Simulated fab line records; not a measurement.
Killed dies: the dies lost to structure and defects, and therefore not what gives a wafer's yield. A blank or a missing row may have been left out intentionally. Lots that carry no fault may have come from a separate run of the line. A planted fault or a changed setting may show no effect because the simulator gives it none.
Comparing a struck lot with a sound one ; flow rit_cmos ; 17 out of 202 route steps
Sound: wafers L442.3, L442.4, L442.6. The struck wafers were L453.1, L453.2, L453.6. The cause comes at the end.
Order at every step that has rows: each side's tool, ch and its chambers, its first start. Under that, the readings that differ: sound wafers ; struck wafers ; difference of the means ; sigmas: that difference in standard deviations of wafers without a fault.
alike: words and numbers the same on both sides, and readings whose means are apart by under 2 such deviations; not compared: readings that were withheld, readings missing a value for some wafer, numbers with overlapping values and no deviation given by the record, and bounds like >300 which may hide the same value.
Wherever a step has rows on one side only, a row that says differs or no value, or a row with sigmas, the two part there. Non-overlapping numbers with no deviation appear without sigmas and do not part them. Lack of a reading on every wafer of one side parts them only where that side has two or more wafers.

RIT_PWELL_TW_MEAS_10:
  sound on film_metro-01 at day 2 13:45; struck on film_metro-01 at day 4 22:13
  alike: PWELL_TW
then, 1 step without rows for these wafers: RIT_WELLDRIVE_ANNEAL_00 (time 14700 s).
RIT_WELLDRIVE_RS_MEAS_01: measures by four-point-probe.
  sound on film_metro-04 at day 2 18:55; struck on film_metro-01 at day 5 03:44
  alike: NWELL_RS
RIT_WELLDRIVE_RS_MEAS_02: measures by four-point-probe.
  sound on film_metro-04 at day 2 19:02; struck on film_metro-01 at day 5 03:52
  alike: PWELL_RS
then, 6 steps without rows for these wafers: RIT_NRETRO_HMDS_00 (prime time 60 s); RIT_NRETRO_COAT_01 (resist thk 1288 nm); RIT_NRETRO_SOFTBAKE_02 (time 60 s); RIT_NRETRO_EXPOSE_03 (exposes mask M4, target cd 43900 nm); RIT_NRETRO_PEB_04; RIT_NRETRO_DEVELOP_05 (develop time 68 s).
RIT_NRETRO_OVL_MEAS_06:
  sound on overlay-01 at day 2 20:08; struck on overlay-01 at day 5 04:52
  alike: NRETRO_OVL
then, 1 step without rows for these wafers: RIT_NRETRO_HARDBAKE_07 (time 120 s).
RIT_NRETRO_IMPLANT_08:
  sound on implanter-04 ch 0, day 2 20:28; struck on implanter-04 ch 0, day 5 05:09
reading;sound;struck;difference;sigmas
dose_ions_cm2;9.991e+12 9.977e+12 9.993e+12;1.3705e+13 1.3708e+13 1.3679e+13;+3.7103e+12;+99 or more
faraday_current_uA;31.3 31.9 31.7;44.4 45.1 43.2;+12.6;+20
  alike: beam_on_s
RIT_NRETRO_STRIP_09: strips in O2, time 180 s.
  sound on plasma_asher-04 ch 0,1, day 2 20:37; struck on plasma_asher-01 ch 0,1, day 5 05:18
  alike: drypump_motor_current_A
  not compared: rf_hours_counter_h
RIT_NRETRO_TW_MEAS_10:
  sound on film_metro-02 at day 2 20:45; struck on film_metro-03 at day 5 05:29
reading;sound;struck;difference;sigmas
NRETRO_TW;1040 1045 1042;1159 1159 1159;+117;+17
then, 1 step without rows for these wafers: RIT_PRETRO_HMDS_00 (prime time 60 s).
RIT_M1_PROBE_99:
  sound on prober-01 at day 4 00:00; struck on prober-01 at day 6 08:45
reading;sound;struck;difference;sigmas
model.etest.pmos_0p3.r_on_ohm_um;6427 6633 6400;6799 6828 6862;+343;
model.etest.pmos_turned.r_on_ohm_um;3340 3434 3338;3792 3781 3804;+422;
model.etest.pmos_0p15.drive_ua_um;259.1 249.6 260;224.1 223.9 222.3;-32.8;
model.etest.pmos_turned.drive_ua_um;197.8 192.1 197.7;161.5 160.4 161.5;-34.7;
model.etest.pmos_narrow.drive_ua_um;95.88 92.73 97.31;87.64 86.65 85.33;-8.77;
model.etest.pmos_0p3.drive_ua_um;97.14 92.45 97.16;87.5 87.47 86.61;-8.4;
model.etest.well_edge_left.line_ohm_um;182.7 182.4 182.9;175.9 176.7 174.4;-7.0;
model.etest.well_edge_right.line_ohm_um;182 182.9 182.6;175.7 177.1 178.2;-5.5;
  alike: killed_at_contacts, killed_at_front_end, killed_dies, killed_open, killed_short

WHERE THEY PART
Last at RIT_NRETRO_TW_MEAS_10 as far as this record goes, first at RIT_NRETRO_IMPLANT_08. Later steps at which nothing parts them and some readings are alike: RIT_M1_PROBE_99.

WHY: whatever the simulator had introduced
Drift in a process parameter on implanter-04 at RIT_NRETRO_IMPLANT_08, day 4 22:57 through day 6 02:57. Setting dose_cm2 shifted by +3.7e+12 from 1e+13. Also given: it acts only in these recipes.
